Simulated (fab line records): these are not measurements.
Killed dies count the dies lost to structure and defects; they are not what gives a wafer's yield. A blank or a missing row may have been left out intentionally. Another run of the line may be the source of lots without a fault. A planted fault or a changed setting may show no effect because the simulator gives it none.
The tool behind it: which one? | flow berkeley-cmos170 | 7 lots with 21 wafers sampled at 3 steps, on a route of 331 steps

## WHAT THE GAUGES READ, wafer by wafer
UCB170_NVT_TW_MEAS_09.
lot  | measured     | on            | NVT_TW
L110 | day 6 19:00  | film-metro-02 | 529.0 528.5 528.3
L114 | day 7 20:41  | film-metro-01 | 521.9 524.3 522.0
L116 | day 8 03:16  | film-metro-03 | 520.1 524.7 521.4
L121 | day 8 19:18  | film-metro-03 | 523.0 521.6 522.3
L124 | day 9 07:23  | film-metro-03 | 482.5 482.4 484.2
L125 | day 10 04:37 | film-metro-02 | 485.5 486.4 484.0
L128 | day 10 11:58 | film-metro-02 | 525.3 527.9 526.6

## TOOL THAT RAN EACH LOT (tool first, then ch and the chambers of the sampled wafers, then the start)
lot  | UCB170_PWELL_ETCH_14              | UCB170_NVT_IMPLANT_07
L110 | rie-diel-03 ch 0,1,3, day 4 00:03 | implanter-04 ch 0, day 6 18:45
L114 | rie-diel-04 ch 1,2,3, day 4 15:35 | implanter-03 ch 0, day 7 20:26
L116 | rie-diel-04 ch 1,2,3, day 5 01:25 | implanter-01 ch 0, day 8 03:01
L121 | rie-diel-02 ch 0,2,3, day 5 19:06 | implanter-01 ch 0, day 8 19:03
L124 | rie-diel-03 ch 1,2,3, day 6 12:39 | implanter-01 ch 0, day 9 07:08
L125 | rie-diel-02 ch 1,2, day 6 23:38   | implanter-01 ch 0, day 10 04:22
L128 | rie-diel-04 ch 0,3, day 7 12:07   | implanter-04 ch 0, day 10 11:45
- UCB170_PWELL_ETCH_14: etches Si3N4 in CH3F/Ar/O2, stops on SiO2, target depth 242 nm, time 151 s.
- UCB170_NVT_IMPLANT_07

## THE ANSWER, worked out from the rows above alone
Rule: usual is defined by the lots themselves. The widest of any qualifying gaps counts: lots, ordered by their means at a reading, are off when they make up no more than a third of the lots, leave a main group of 4 or more, and stand apart from it by 3 or more times the standard deviation of that group's means. A main group is skipped when, at the precision printed for the reading in the tables above, its means are all equal. A lot without any number at a reading at which 4 lots or more have one is off too. The other lots that the step has rows for count as sound.
Off: L124, L125, at UCB170_NVT_TW_MEAS_09 (NVT_TW). The main group has a mean of 524.5 with a standard deviation of 2.6.
If a tool, at a process step before that reading, ran all the lots that are off and no sound lot after the first of them, it fits. Gauges at UCB170_NVT_TW_MEAS_09: tried the same way as those tools. One fits: UCB170_NVT_IMPLANT_07 on implanter-01. A fault onset in the window from L121 (day 8 19:03, its last sound lot) to L124 (day 9 07:08, its first lot off) fits.

## WHAT WAS PUT IN BY THE SIMULATOR
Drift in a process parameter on implanter-01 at UCB170_NVT_IMPLANT_07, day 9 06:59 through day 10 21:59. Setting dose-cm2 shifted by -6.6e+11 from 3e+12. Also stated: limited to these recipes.
Shown lots that were struck: L124, L125. The rule above found the same.
